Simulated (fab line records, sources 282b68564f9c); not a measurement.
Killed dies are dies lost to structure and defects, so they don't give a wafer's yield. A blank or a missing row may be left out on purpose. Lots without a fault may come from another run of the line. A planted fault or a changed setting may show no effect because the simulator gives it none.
fab line records | flow rit_cmos
record lots=14 wafers=42 last_day=7
route steps=202 shown NRETRO@61 M1@202
lots that met no fault: from a run of the same line without faults
start_h: hours from the record's first day to the start of the lot's first wafer shown | wait_h: hours since the lot's step before | " the same as in the row above | L1.1+2: a row that stands for several wafers | - no value, or no start given | * or withheld: withheld | < > ~ a bound
route shown NAME@n: a module of which the file shows steps, and the number in the route of the first | usual: mean/standard deviation of fault-free wafers | same: alike in all rows | chamber/n: place in a boat | sites: the reading at each site | _std_site: their standard deviation | _edge_site: outer sites' mean less inner sites' | radius_mm: how far each site lies from the wafer's centre | mask NAME#n: copy n | behind: the tool/chamber that last shaped the wafer | hold: why the lot was held/for how many hours/how that ended | device: the transistor (n, p or np) that didn't switch | end of line: the same wafers' tests at the end of the route | a step without rows: its recipe alone | killed: dies lost to structure and defects at the first sort, not the wafer's yield | map: a wafer's dies, x killed, . not, _ none there
set.NAME: the setting as run; set.NAME@STEP: as run at that earlier step | model.NAME: the simulator's own value behind a step, which no gauge read
steps of the route over a sample of lots; a table a step, a row a wafer
services: from which hour (start_h, from the record's first day; less than 0 if before it) a tool's chamber was out of use, for how many hours, and why
## steps
# step RIT_NRETRO_IMPLANT_08
# recipe species=P energy_kev=70 dose_cm2=1e+13 tilt_deg=7
# usual tilt_deg=6.996/0.019
# columns lot.wafer tool chamber start_h wait_h tilt_deg
L531.2 implanter-03 0 29.80 0.2 7.013
L531.3 " 0 " " 7.016
L531.5 " 0 " " 7.018
L533.1 implanter-03 0 40.12 0.2 7.017
L533.3 " 0 " " 6.972
L533.5 " 0 " " 6.991
L534.2 implanter-04 0 45.39 0.2 6.994
L534.3 " 0 " " 6.991
L534.5 " 0 " " 6.974
L535.1 implanter-04 0 49.70 0.2 7.016
L535.4 " 0 " " 6.984
L535.6 " 0 " " 6.971
L536.2 implanter-02 0 54.41 0.2 6.976
L536.3 " 0 " " 6.991
L536.4 " 0 " " 7.004
L538.1 implanter-03 0 64.56 0.2 6.954
L538.3 " 0 " " 6.952
L538.6 " 0 " " 6.992
L539.4 implanter-04 0 70.19 0.2 7.016
L539.5 " 0 " " 7.000
L539.6 " 0 " " 7.003
L540.1 implanter-02 0 75.07 0.2 6.983
L540.3 " 0 " " 7.006
L540.6 " 0 " " 6.974
L541.1 implanter-04 0 79.95 0.2 6.991
L541.2 " 0 " " 6.999
L541.3 " 0 " " 6.969
L546.2 implanter-03 0 105.51 0.2 6.997
L546.3 " 0 " " 7.001
L546.5 " 0 " " 7.009
L549.3 implanter-03 0 120.51 0.2 11.184
L549.4 " 0 " " 11.162
L549.6 " 0 " " 11.212
L551.1 implanter-03 0 130.69 0.2 11.206
L551.3 " 0 " " 11.198
L551.4 " 0 " " 11.192
L552.3 implanter-04 0 135.12 0.2 7.022
L552.4 " 0 " " 7.028
L552.5 " 0 " " 7.027
L554.1 implanter-04 0 145.78 0.2 7.035
L554.2 " 0 " " 6.974
L554.6 " 0 " " 7.026
# step RIT_M1_PROBE_99
# usual killed_at_M0_to_M3=0.0/0.16 killed_at_contacts=0.1/0.3 killed_at_front_end=7.1/3 killed_dies=7.3/3 killed_open=3.6/2 killed_short=3.5/1.9
# same gross_dies=264 killed_at_M4_up=0 killed_at_back_side=0 killed_at_other=0
# columns lot.wafer tool chamber start_h wait_h killed_at_M0_to_M3 killed_at_contacts killed_at_front_end killed_dies killed_open killed_short
L535.1 prober-01 - 78.47 0.1 0 0 5 5 2 3
L535.4 prober-01 - 78.62 0.2 0 0 9 9 4 5
L535.6 prober-01 - 78.72 0.2 0 0 8 8 2 6
L536.2 prober-02 - 81.20 0.1 0 0 6 6 5 1
L536.3 prober-02 - 81.25 0.2 0 0 13 13 9 4
L536.4 prober-02 - 81.30 0.2 0 0 5 5 3 2
L538.1 prober-02 - 92.59 0.1 0 0 9 9 4 3
L538.3 prober-02 - 92.69 0.2 0 0 7 7 2 5
L538.6 prober-02 - 92.84 0.2 0 0 7 7 4 3
L539.4 prober-01 - 99.41 0.2 0 0 13 13 7 6
L539.5 prober-01 - 99.46 0.2 0 0 4 4 4 0
L539.6 prober-01 - 99.51 0.2 0 0 8 8 4 4
L541.1 prober-01 - 108.49 0.1 0 0 11 11 5 6
L541.2 prober-01 - 108.54 0.1 0 0 11 11 7 4
L541.3 prober-01 - 108.59 0.2 0 0 11 11 6 5
L551.1 prober-01 - 157.71 0.1 0 1 7 8 4 4
L551.3 prober-01 - 157.81 0.2 0 0 9 9 4 5
L551.4 prober-01 - 157.86 0.2 0 0 11 11 6 5
L552.3 prober-02 - 161.73 0.2 0 0 8 8 5 3
L552.4 prober-02 - 161.78 0.2 0 1 12 13 7 6
L552.5 prober-02 - 161.83 0.2 0 0 8 8 5 3
# killed by level:class
L535.1 GATE:geometric_particle:short=3 GATE:geometric_particle:open=1 SPACER:geometric_particle:open=1
L535.4 GATE:geometric_particle:short=3 GATE:geometric_particle:open=2 ACTIVE:geometric_particle:short=1 FOX2:geometric_particle:open=1 REOX:geometric_particle:open=1 SPACER:geometric_particle:short=1
L535.6 GATE:geometric_particle:short=4 FOX1:geometric_particle:short=1 FOX1:geometric_particle:open=1 FOX2:geometric_particle:short=1 GATE:geometric_particle:open=1
L536.2 GATE:geometric_particle:open=3 FOX2:geometric_particle:open=1 GATE:geometric_particle:short=1 SPACER:geometric_particle:open=1
L536.3 GATE:geometric_particle:open=5 FOX1:geometric_particle:open=2 FOX1:geometric_particle:short=1 FOX2:geometric_particle:open=1 FOX2:geometric_particle:short=1 GATE:geometric_particle:short=1 REOX:geometric_particle:short=1 SPACER:geometric_particle:open=1
L536.4 GATE:geometric_particle:open=2 FOX1:geometric_particle:short=1 FOX2:geometric_particle:open=1 GATE:geometric_particle:short=1
L538.1 REOX:geometric_particle:open=2 GATE:coat_microbubble_printed=2 FOX1:geometric_particle:short=1 FOX2:geometric_particle:short=1 GATE:geometric_particle:short=1 GATE:geometric_particle:open=1 SILICIDE:geometric_particle:open=1
L538.3 REOX:geometric_particle:short=2 SPACER:geometric_particle:short=2 FOX1:geometric_particle:open=1 GATE:geometric_particle:short=1 GATE:geometric_particle:open=1
L538.6 SPACER:geometric_particle:open=2 FOX2:geometric_particle:open=1 FOX2:geometric_particle:short=1 GATE:geometric_particle:open=1 GATE:geometric_particle:short=1 REOX:geometric_particle:short=1
L539.4 GATE:geometric_particle:open=3 GATE:geometric_particle:short=3 FOX1:geometric_particle:open=2 SPACER:geometric_particle:short=2 REOX:geometric_particle:short=1 REOX:geometric_particle:open=1 SILICIDE:geometric_particle:open=1
L539.5 SPACER:geometric_particle:open=2 FOX1:geometric_particle:open=1 GATE:geometric_particle:open=1
L539.6 GATE:geometric_particle:short=3 FOX2:geometric_particle:open=1 GATE:geometric_particle:open=1 REOX:geometric_particle:open=1 SILICIDE:geometric_particle:short=1 SILICIDE:geometric_particle:open=1
L541.1 FOX1:geometric_particle:short=3 GATE:geometric_particle:short=2 REOX:geometric_particle:open=2 FOX1:geometric_particle:open=1 REOX:geometric_particle:short=1 SPACER:geometric_particle:open=1 SILICIDE:geometric_particle:open=1
L541.2 SPACER:geometric_particle:open=3 REOX:geometric_particle:open=2 REOX:geometric_particle:short=2 GATE:geometric_particle:open=1 GATE:geometric_particle:short=1 SILICIDE:geometric_particle:short=1 SILICIDE:geometric_particle:open=1
L541.3 REOX:geometric_particle:open=3 FOX1:geometric_particle:short=2 SPACER:geometric_particle:open=2 REOX:geometric_particle:short=1 SPACER:geometric_particle:short=1 SILICIDE:geometric_particle:open=1 SILICIDE:geometric_particle:short=1
L551.1 GATE:geometric_particle:open=2 FOX1:geometric_particle:open=1 FOX1:geometric_particle:short=1 REOX:geometric_particle:short=1 SPACER:geometric_particle:open=1 SILICIDE:geometric_particle:short=1 CONTACT:geometric_particle:short=1
L551.3 REOX:geometric_particle:open=2 FOX2:geometric_particle:short=2 GATE:geometric_particle:open=2 FOX1:geometric_particle:short=1 GATE:geometric_particle:short=1 SPACER:geometric_particle:short=1
L551.4 GATE:geometric_particle:open=3 REOX:geometric_particle:short=3 GATE:geometric_particle:short=2 FOX1:geometric_particle:open=1 REOX:geometric_particle:open=1 SPACER:geometric_particle:open=1
L552.3 GATE:geometric_particle:open=3 FOX1:geometric_particle:short=2 GATE:geometric_particle:short=1 SPACER:geometric_particle:open=1 SILICIDE:geometric_particle:open=1
L552.4 SPACER:geometric_particle:short=3 FOX2:geometric_particle:open=2 GATE:geometric_particle:short=2 GATE:geometric_particle:open=2 FOX1:geometric_particle:open=1 FOX1:geometric_particle:short=1 REOX:geometric_particle:open=1 CONTACT:geometric_particle:open=1
L552.5 GATE:geometric_particle:open=2 GATE:geometric_particle:short=2 REOX:geometric_particle:open=2 SPACER:geometric_particle:open=1 SPACER:geometric_particle:short=1
## services
# columns tool chamber start_h hours kind
implanter-02 - 10.29 3.3 repair
implanter-02 - 40.80 2.6 repair
## key
first_sign step=RIT_NRETRO_IMPLANT_08 reading=tilt_deg direction=up sigmas=99+ usual=6.996 struck=11.192
effect none on later readings
met_at RIT_NRETRO_IMPLANT_08
struck_lots L549,L551
tester_left_out L549,L551
onset_between 105.51 120.51
fault kind=process_parameter_drift tool=implanter-03 chamber=- onset_h=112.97 steps=RIT_NRETRO_IMPLANT_08 channel=tilt_deg offset=4.1904 shape=step end_h=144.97 acts_in=these_recipes_only stated=7
# tester_left_out: of these lots the tester's yield and bins aren't shown, on N5 and GAA mostly nor the transistor test; their killed dies are dies lost to structure and defects alone, not to doping, threshold or leakage, so they don't give the yield
